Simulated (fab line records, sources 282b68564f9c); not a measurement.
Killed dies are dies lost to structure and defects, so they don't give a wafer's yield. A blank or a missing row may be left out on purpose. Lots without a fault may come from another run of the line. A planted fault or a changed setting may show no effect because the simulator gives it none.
fab line records | flow rit_cmos
record lots=7 wafers=21 last_day=7
route steps=202 shown ACTIVE@2 M1@202
lots that met no fault: from a run of the same line without faults
start_h: hours from the record's first day to the start of the lot's first wafer shown | wait_h: hours since the lot's step before | " the same as in the row above | L1.1+2: a row that stands for several wafers | - no value, or no start given | * or withheld: withheld | < > ~ a bound
route shown NAME@n: a module of which the file shows steps, and the number in the route of the first | usual: mean/standard deviation of fault-free wafers | same: alike in all rows | chamber/n: place in a boat | sites: the reading at each site | _std_site: their standard deviation | _edge_site: outer sites' mean less inner sites' | radius_mm: how far each site lies from the wafer's centre | mask NAME#n: copy n | behind: the tool/chamber that last shaped the wafer | hold: why the lot was held/for how many hours/how that ended | device: the transistor (n, p or np) that didn't switch | end of line: the same wafers' tests at the end of the route | a step without rows: its recipe alone | killed: dies lost to structure and defects at the first sort, not the wafer's yield | map: a wafer's dies, x killed, . not, _ none there
set.NAME: the setting as run; set.NAME@STEP: as run at that earlier step | model.NAME: the simulator's own value behind a step, which no gauge read
lots at some steps of the route; a table a step, a row a wafer
services: from which hour (start_h, from the record's first day; less than 0 if before it) a tool's chamber was out of use, for how many hours, and why
## steps
# step RIT_ACTIVE_OXIDATION_01
# recipe temp_c=1000 ambient=O2 target_thk_a=468 ox_time_s=3360
# step RIT_ACTIVE_THK_MEAS_02
# recipe reads=SiO2_of_ACTIVE_OXIDATION_01
# usual ACTIVE_OXIDE_THK=46.9/0.87
# columns lot.wafer tool chamber start_h wait_h ACTIVE_OXIDE_THK[nm]
L662.1 film_metro-03 - 24.92 0.0 46.1
L662.3 " - " " 45.5
L662.6 " - " " 46.1
L666.1 film_metro-03 - 42.05 0.0 46.0
L666.4 " - " " 46.5
L666.5 " - " " 45.6
L672.2 film_metro-02 - 72.06 0.0 47.6
L672.3 " - " " 47.8
L672.5 " - " " 47.7
L676.1 film_metro-03 - 92.05 0.0 48.7
L676.2 " - " " 48.1
L676.5 " - " " 47.4
L677.1 film_metro-03 - 97.05 0.0 47.9
L677.2 " - " " 48.1
L677.4 " - " " 47.5
L679.4 film_metro-03 - 107.08 0.0 46.3
L679.5 " - " " 46.8
L679.6 " - " " 45.9
L682.2 film_metro-02 - 122.06 0.0 44.9
L682.4 " - " " 44.9
L682.6 " - " " 45.0
# step RIT_ACTIVE_CVD_03
# recipe material=Si3N4 target_thk_nm=150 temp_c=810 precursor=SiH2Cl2/NH3 time_s=1500 pressure_mtorr=300 sih2cl2_flow_sccm=60 nh3_flow_sccm=150
# step RIT_ACTIVE_THK_MEAS_04
# recipe reads=Si3N4_of_ACTIVE_CVD_03
# usual ACTIVE_NITRIDE_THK=150.1/1.2
# columns lot.wafer tool chamber start_h wait_h ACTIVE_NITRIDE_THK[nm]
L662.1 film_metro-01 - 26.39 0.0 148.7
L662.3 " - " " 149.4
L662.6 " - " " 147.9
L666.1 film_metro-03 - 43.53 0.0 151.4
L666.4 " - " " 150.3
L666.5 " - " " 149.2
L672.2 film_metro-01 - 73.54 0.0 149.8
L672.3 " - " " 149.5
L672.5 " - " " 150.1
L676.1 film_metro-03 - 93.53 0.0 150.4
L676.2 " - " " 150.0
L676.5 " - " " 152.5
L677.1 film_metro-02 - 98.53 0.0 148.7
L677.2 " - " " 148.3
L677.4 " - " " 150.5
L679.4 film_metro-02 - 108.56 0.0 151.6
L679.5 " - " " 151.9
L679.6 " - " " 149.5
L682.2 film_metro-02 - 123.54 0.0 147.7
L682.4 " - " " 148.2
L682.6 " - " " 148.5
# step RIT_ACTIVE_HMDS_05
# recipe prime_time_s=60 prime_temp_c=140
# step RIT_ACTIVE_COAT_06
# recipe resist=NOVOLAK spin_rpm=3250 resist_thk_nm=1000
# step RIT_ACTIVE_SOFTBAKE_07
# recipe resist=NOVOLAK temp_c=90 time_s=60
# step RIT_ACTIVE_EXPOSE_08
# recipe mask_id=M1 na=0.6 source_shape=conventional sigma_outer=0.6 target_cd_nm=1400 dose_mj=225
# step RIT_ACTIVE_PEB_09
# recipe resist=NOVOLAK temp_c=withheld time_s=withheld
# step RIT_ACTIVE_DEVELOP_10
# recipe resist=NOVOLAK develop_time_s=50 dev_temp_c=23
# step RIT_ACTIVE_CD_MEAS_11
# recipe target_cd_nm=1400
# usual cd_nm=1400.4/2.6
# columns lot.wafer tool chamber start_h wait_h cd_nm
L662.1 cd_sem-02 - 27.30 - 1402.6
L662.3 " - " " 1404.0
L662.6 " - " " 1405.7
L666.1 cd_sem-01 - 44.44 - 1398.4
L666.4 " - " " 1399.5
L666.5 " - " " 1399.7
L672.2 cd_sem-01 - 74.46 - 1400.0
L672.3 " - " " 1400.1
L672.5 " - " " 1400.6
L676.1 cd_sem-02 - 94.56 - 1397.4
L676.2 " - " " 1398.0
L676.5 " - " " 1398.7
L677.1 cd_sem-02 - 99.68 - 1402.6
L677.2 " - " " 1400.0
L677.4 " - " " 1400.9
L679.4 cd_sem-02 - 109.50 - 1398.3
L679.5 " - " " 1397.5
L679.6 " - " " 1396.5
L682.2 cd_sem-02 - 124.54 - 1399.2
L682.4 " - " " 1400.2
L682.6 " - " " 1398.4
# step RIT_ACTIVE_HARDBAKE_12
# recipe resist=NOVOLAK temp_c=140 time_s=60
# step RIT_ACTIVE_ETCH_13
# recipe stop_on=SiO2 chemistry=SF6 target=Si3N4 time_s=210 over_etch_frac=0.4 SF6_flow_sccm=200 pressure_mtorr=260 rf_w=125 target_depth_a=2100
# usual drypump_motor_current_A=5.7/0.41 oes_product_au=0.824/0.012 run_length_s=238.3/0.53 throttle_valve_pct=7.54/0.14
# columns lot.wafer tool chamber start_h wait_h drypump_motor_current_A oes_product_au rf_hours_counter_h run_length_s throttle_valve_pct model.NOVOLAK_of_ACTIVE_COAT_06.thk_nm
L662.1 rie_diel-02 0 27.57 0.1 5.4 0.830 2 238.9 7.65 662.6
L662.3 " 1 " " 6.5 0.824 152 239.3 7.69 648.9
L662.6 " 0 " " 5.4 0.836 - 239.0 7.64 665.3
L666.1 rie_diel-03 2 44.74 0.1 5.6 0.818 55 237.8 7.29 654.3
L666.4 " 0 " " 5.2 0.827 64 238.5 7.73 653.3
L666.5 " 1 " " 5.9 0.844 - 237.5 7.48 655
L672.2 rie_diel-03 2 74.71 0.1 5.6 0.818 55 237.7 7.29 656.1
L672.3 " 1 " " 5.9 0.941 90 216.0 7.48 678
L672.5 " 2 " " 5.6 0.815 - 238.0 7.28 657.7
L676.1 rie_diel-03 1 94.83 0.1 5.8 0.945 91 216.3 7.50 680.4
L676.2 " 3 " " 6.3 0.843 160 238.4 7.47 662
L676.5 " 1 " " 5.9 0.952 - 216.0 7.49 680.9
L677.1 rie_diel-03 0 99.95 0.1 5.2 0.821 65 238.6 7.72 658
L677.2 " 1 " " 5.8 0.939 91 216.2 7.49 677.9
L677.4 " 2 " " 5.6 0.819 - 238.1 7.28 656.8
L679.4 rie_diel-01 1 109.71 0.1 5.7 0.815 92 238.7 7.39 663.4
L679.5 " 1 " " 5.7 0.813 - 238.3 7.38 662.2
L679.6 " 2 " " 5.8 0.818 - 237.7 7.62 659.1
L682.2 rie_diel-02 2 124.79 0.1 6.2 0.805 39 238.2 7.46 649.5
L682.4 " 3 " " 5.4 0.825 - 238.4 7.65 655.2
L682.6 " 2 " " 6.2 0.810 - 238.2 7.46 648.6
# step RIT_ACTIVE_STRIP_14
# recipe chemistry=O2 time_s=180 resist=NOVOLAK platen_temp_c=withheld power_w=500 pressure_mtorr=4000 o2_flow_sccm=4000
# usual drypump_motor_current_A=5.8/0.34
# columns lot.wafer tool chamber start_h wait_h drypump_motor_current_A rf_hours_counter_h
L662.1 plasma_asher-03 0 27.71 0.1 5.7 22
L662.3 " 1 " " 5.6 -
L662.6 " 1 " " 5.6 -
L666.1 plasma_asher-02 0 44.87 0.1 6.4 38
L666.4 " 1 " " 6.3 -
L666.5 " 0 " " 6.4 -
L672.2 plasma_asher-02 0 74.84 0.1 6.4 41
L672.3 " 0 " " 6.4 -
L672.5 " 1 " " 6.3 -
L676.1 plasma_asher-03 1 94.97 0.1 5.6 30
L676.2 " 0 " " 5.7 30
L676.5 " 0 " " 5.8 -
L677.1 plasma_asher-03 1 100.08 0.1 5.7 31
L677.2 " 0 " " 5.7 31
L677.4 " 1 " " 5.6 -
L679.4 plasma_asher-03 0 109.90 0.1 5.8 -
L679.5 " 0 " " 5.7 -
L679.6 " 1 " " 5.6 -
L682.2 plasma_asher-03 0 124.92 0.1 5.7 34
L682.4 " 1 " " 5.7 -
L682.6 " 1 " " 5.7 -
# step RIT_M1_PROBE_99
# usual killed_at_front_end=7/3.2 killed_dies=7/3.2 killed_open=3.2/2.1 killed_short=3.5/2.2
# same gross_dies=264 killed_at_M0_to_M3=0 killed_at_M4_up=0 killed_at_back_side=0 killed_at_contacts=0 killed_at_other=0
# columns lot.wafer tool chamber start_h wait_h killed_at_front_end killed_dies killed_open killed_short
L662.1 prober-02 - 72.32 0.1 4 4 2 2
L662.3 prober-02 - 72.42 0.2 13 13 6 7
L662.6 prober-02 - 72.57 0.2 8 8 2 6
L666.1 prober-02 - 87.69 0.1 2 2 2 0
L666.4 prober-02 - 87.84 0.2 3 3 2 1
L666.5 prober-02 - 87.89 0.2 3 3 3 0
L672.2 prober-02 - 117.57 0.1 2 2 1 1
L672.3 prober-02 - 117.62 0.2 6 6 2 4
L672.5 prober-02 - 117.72 0.2 4 4 3 1
L676.1 prober-02 - 137.03 0.1 6 6 4 2
L676.2 prober-02 - 137.08 0.1 8 8 5 3
L676.5 prober-02 - 137.23 0.2 10 10 8 2
L677.1 prober-01 - 141.22 0.1 8 8 3 5
L677.2 prober-01 - 141.27 0.1 8 8 4 4
L677.4 prober-01 - 141.37 0.2 9 9 3 6
L679.4 prober-01 - 153.82 0.2 8 8 4 2
L679.5 prober-01 - 153.87 0.2 4 4 2 2
L679.6 prober-01 - 153.92 0.2 6 6 2 4
L682.2 prober-02 - 166.86 0.1 3 3 2 1
L682.4 prober-02 - 166.96 0.2 2 2 1 1
L682.6 prober-02 - 167.06 0.2 9 9 2 7
# killed by level:class
L662.1 FOX1:geometric_particle:short=1 SPACER:geometric_particle:open=1 SPACER:geometric_particle:short=1 SILICIDE:geometric_particle:open=1
L662.3 GATE:geometric_particle:short=4 GATE:geometric_particle:open=3 SILICIDE:geometric_particle:short=2 FOX1:geometric_particle:open=1 FOX2:geometric_particle:open=1 REOX:geometric_particle:short=1 SPACER:geometric_particle:open=1
L662.6 FOX2:geometric_particle:short=2 FOX1:geometric_particle:short=1 GATE:geometric_particle:short=1 GATE:geometric_particle:open=1 SPACER:geometric_particle:short=1 SPACER:geometric_particle:open=1 SILICIDE:geometric_particle:short=1
L666.1 GATE:geometric_particle:open=1 SILICIDE:geometric_particle:open=1
L666.4 GATE:geometric_particle:open=2 GATE:geometric_particle:short=1
L666.5 GATE:geometric_particle:open=2 FOX1:geometric_particle:open=1
L672.2 FOX1:geometric_particle:open=1 SILICIDE:geometric_particle:short=1
L672.3 REOX:geometric_particle:short=2 REOX:geometric_particle:open=2 GATE:geometric_particle:short=1 SILICIDE:geometric_particle:short=1
L672.5 GATE:geometric_particle:open=1 SPACER:geometric_particle:open=1 SILICIDE:geometric_particle:short=1 SILICIDE:geometric_particle:open=1
L676.1 GATE:geometric_particle:open=2 GATE:geometric_particle:short=2 SILICIDE:geometric_particle:open=2
L676.2 GATE:geometric_particle:open=4 GATE:geometric_particle:short=3 SPACER:geometric_particle:open=1
L676.5 GATE:geometric_particle:open=5 SPACER:geometric_particle:open=2 ACTIVE:geometric_particle:open=1 GATE:geometric_particle:short=1 SPACER:geometric_particle:short=1
L677.1 GATE:geometric_particle:short=2 GATE:geometric_particle:open=2 FOX1:geometric_particle:short=1 FOX2:geometric_particle:short=1 REOX:geometric_particle:short=1 SPACER:geometric_particle:open=1
L677.2 GATE:geometric_particle:short=3 FOX2:geometric_particle:open=1 GATE:geometric_particle:open=1 SPACER:geometric_particle:open=1 SPACER:geometric_particle:short=1 SILICIDE:geometric_particle:open=1
L677.4 GATE:geometric_particle:short=4 GATE:geometric_particle:open=2 FOX2:geometric_particle:short=1 FOX2:geometric_particle:open=1 SILICIDE:geometric_particle:short=1
L679.4 FOX2:geometric_particle:open=2 GATE:geometric_particle:short=2 SPACER:geometric_particle:open=2 PRETRO:coat_microbubble_printed=2
L679.5 REOX:geometric_particle:open=2 REOX:geometric_particle:short=2
L679.6 GATE:geometric_particle:short=2 REOX:geometric_particle:short=2 REOX:geometric_particle:open=1 SPACER:geometric_particle:open=1
L682.2 GATE:geometric_particle:short=1 GATE:geometric_particle:open=1 SPACER:geometric_particle:open=1
L682.4 GATE:geometric_particle:short=1 GATE:geometric_particle:open=1
L682.6 FOX1:geometric_particle:short=2 FOX2:geometric_particle:short=2 FOX2:geometric_particle:open=1 GATE:geometric_particle:short=1 GATE:geometric_particle:open=1 SPACER:geometric_particle:short=1 SILICIDE:geometric_particle:short=1
## services
# columns tool chamber start_h hours kind
rie_diel-02 0 6.49 13.9 repair
rie_diel-02 3 19.39 16.6 repair
rie_diel-02 2 45.77 2.4 repair
rie_diel-03 3 99.23 - clean
rie_diel-03 3 99.23 21.1 scheduled_down
rie_diel-03 3 99.23 21.1 vent_cycle
rie_diel-02 3 103.63 6.0 repair
## key
first_sign step=RIT_ACTIVE_ETCH_13 reading=run_length_s direction=down sigmas=42 usual=* struck=*
effect step=RIT_ACTIVE_ETCH_13 reading=oes_product_au direction=up sigmas=10 usual=0.824 struck=0.944
model_effect step=RIT_ACTIVE_ETCH_13 value=NOVOLAK_of_ACTIVE_COAT_06.thk_nm without=655.9 struck=679.3
met_at RIT_ACTIVE_ETCH_13
struck_wafers L672.3,L676.1,L676.5,L677.2
tester_left_out L672,L676,L677
onset_between 44.74 74.71
fault kind=process_parameter_drift tool=rie_diel-03 chamber=1 onset_h=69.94 steps=RIT_ACTIVE_ETCH_13 channel=time_s offset=* shape=step end_h=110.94 acts_in=* stated=*
# tester_left_out: of these lots the tester's yield and bins aren't shown, on N5 and GAA mostly nor the transistor test; their killed dies are dies lost to structure and defects alone, not to doping, threshold or leakage, so they don't give the yield
